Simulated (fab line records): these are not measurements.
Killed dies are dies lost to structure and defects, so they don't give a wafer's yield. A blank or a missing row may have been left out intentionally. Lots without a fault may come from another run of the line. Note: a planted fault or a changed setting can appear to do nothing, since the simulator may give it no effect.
Which of the tools did it?    flow berkeley_cmos170    14 lots with 42 wafers sampled at 2 steps, on a route of 331 steps

== WHAT EACH GAUGE READ, for each wafer ==
UCB170_CONTACT_OVL_MEAS_16.
lot   measured      on          CONTACT_OVL (nm)
L985  day 7 21:15   overlay-01  -2 -3 1
L988  day 8 10:44   overlay-02  -1 -6 -1
L987  day 8 12:50   overlay-01  -6 1 -10
L990  day 9 01:48   overlay-01  -4 -7 -4
L993  day 10 03:08  overlay-02  4 9 8
L995  day 10 04:52  overlay-02  -4 -6 -8
L998  day 10 21:25  overlay-02  0 -6 5
L999  day 11 09:31  overlay-02  -9 2 -2
L100  day 11 11:53  overlay-02  7 6 8
L102  day 12 00:46  overlay-02  9 -4 4
L103  day 12 01:44  overlay-02  5 0 6
L108  day 13 11:59  overlay-02  -1 10 9
L106  day 13 12:07  overlay-01  -1 -8 -10
L107  day 13 13:10  overlay-01  4 0 9

== WHICH TOOL RAN EACH LOT (tool, then ch and the chambers of the sampled wafers, then the start) ==
lot   UCB170_SDANNEAL_RTA_00
L985  rtp_anneal-02 ch 0, day 7 15:25
L988  rtp_anneal-02 ch 0, day 8 05:46
L987  rtp_anneal-02 ch 0, day 8 06:31
L990  rtp_anneal-02 ch 0, day 8 19:59
L993  rtp_anneal-02 ch 0, day 9 21:56
L995  rtp_anneal-02 ch 0, day 9 22:48
L998  rtp_anneal-02 ch 0, day 10 15:14
L999  rtp_anneal-02 ch 0, day 11 03:53
L100  rtp_anneal-02 ch 0, day 11 04:01
L102  rtp_anneal-01 ch 0, day 11 19:34
L103  rtp_anneal-02 ch 0, day 11 20:01
L108  rtp_anneal-01 ch 0, day 13 05:08
L106  rtp_anneal-02 ch 0, day 13 05:19
L107  rtp_anneal-01 ch 0, day 13 05:51
- UCB170_SDANNEAL_RTA_00: time 10 s.

== AS READ BY THE TOOLS THEMSELVES (means over the sampled wafers that have a number; for cases with no such wafer, the mark the record gives instead) ==
UCB170_SDANNEAL_RTA_00.
lot   tool           lamp_power_pct (%)  wafer_temp_C_max
L985  rtp_anneal-02  27.54               906.5
L988  rtp_anneal-02  27.58               906.6
L987  rtp_anneal-02  27.57               905.3
L990  rtp_anneal-02  27.54               907.3
L993  rtp_anneal-02  27.56               905.5
L995  rtp_anneal-02  27.57               906.6
L998  rtp_anneal-02  27.55               906.7
L999  rtp_anneal-02  27.55               905.7
L100  rtp_anneal-02  27.61               904.7
L102  rtp_anneal-01  27.47               904.2
L103  rtp_anneal-02  27.57               905.4
L108  rtp_anneal-01  27.50               904.5
L106  rtp_anneal-02  27.59               904.8
L107  rtp_anneal-01  27.50               904.5

== THE ANSWER, worked out from the rows above alone ==
Rule: the lots themselves supply what counts as usual. The widest of any qualifying gaps counts: lots, ordered by their means at a reading, are off when they make up no more than a third of the lots, leave a main group of 4 or more, and stand apart from it by 3 or more times the standard deviation of that group's means. If all means in a main group match to the digits the tables above print for the reading, that group is not used. A lot without any number at a reading at which 4 lots or more have one is off too. Any other lot the step has rows for is counted as sound. Order of review: gauges by route order, followed by the tools' own readings, for which a lot's mean as printed above is used. The first step at which some lot is off is used, and at that step the reading that is off furthest; a lot without a number counts as furthest.
No lot is off at any reading shown: from this, nothing can be told.

== WHAT THE SIMULATOR HAD PUT IN ==
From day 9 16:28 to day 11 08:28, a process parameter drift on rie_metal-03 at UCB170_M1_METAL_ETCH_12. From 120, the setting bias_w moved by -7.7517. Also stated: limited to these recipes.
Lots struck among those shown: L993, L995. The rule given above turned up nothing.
